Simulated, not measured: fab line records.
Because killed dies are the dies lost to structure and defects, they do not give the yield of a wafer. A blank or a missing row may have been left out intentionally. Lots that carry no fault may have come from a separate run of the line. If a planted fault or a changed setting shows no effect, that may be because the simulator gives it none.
The tool behind it: which one? :: flow berkeley cmos170 :: 7 lots with 21 wafers sampled at 2 steps, on a route of 331 steps

WHAT THE GAUGES READ, wafer by wafer
UCB170_M2_CD_MEAS_15 targets a cd of 700 nm.
lot: L260
measured: day 7 06:50
on: cd sem-02
cd nm (nm): 697.7 696.0 697.2

lot: L265
measured: day 8 07:44
on: cd sem-02
cd nm (nm): 701.7 701.6 702.7

lot: L269
measured: day 9 09:55
on: cd sem-01
cd nm (nm): 700.5 698.8 699.5

lot: L268
measured: day 9 10:15
on: cd sem-02
cd nm (nm): 700.3 701.5 700.8

lot: L275
measured: day 10 10:33
on: cd sem-01
cd nm (nm): 697.4 697.8 698.2

lot: L279
measured: day 11 03:26
on: cd sem-01
cd nm (nm): 691.3 692.2 693.2

lot: L283
measured: day 12 05:56
on: cd sem-02
cd nm (nm): 699.3 699.7 699.0

EACH LOT AND THE TOOL THAT RAN IT (in order: tool; ch and the chambers of the sampled wafers; start)
lot: L260
UCB170_M2_PEB_13: litho track-04 ch 0, day 7 06:34

lot: L265
UCB170_M2_PEB_13: litho track-01 ch 0, day 8 07:27

lot: L269
UCB170_M2_PEB_13: litho track-04 ch 0, day 9 09:39

lot: L268
UCB170_M2_PEB_13: litho track-02 ch 0, day 9 09:59

lot: L275
UCB170_M2_PEB_13: litho track-02 ch 0, day 10 10:17

lot: L279
UCB170_M2_PEB_13: litho track-02 ch 0, day 11 03:10

lot: L283
UCB170_M2_PEB_13: litho track-04 ch 0, day 12 05:40
- UCB170_M2_PEB_13

THE ANSWER, worked out from the rows above alone
Rule: usual is defined by the lots themselves. Put in order of their means at a reading, lots are off if they are a third of the lots or fewer, leave a main group of 4 or more, and stand apart from it by a gap of 3 or more times the standard deviation of the main group's means; of several such gaps the widest counts. A main group is skipped when, at the precision printed for the reading in the tables above, its means are all equal. Also off: a lot with no number at a reading for which 4 or more lots have one. Any other lot the step has rows for is counted as sound.
Across all readings shown, no lot is off: no conclusion can be drawn from this.

WHAT THE SIMULATOR HAD PUT IN
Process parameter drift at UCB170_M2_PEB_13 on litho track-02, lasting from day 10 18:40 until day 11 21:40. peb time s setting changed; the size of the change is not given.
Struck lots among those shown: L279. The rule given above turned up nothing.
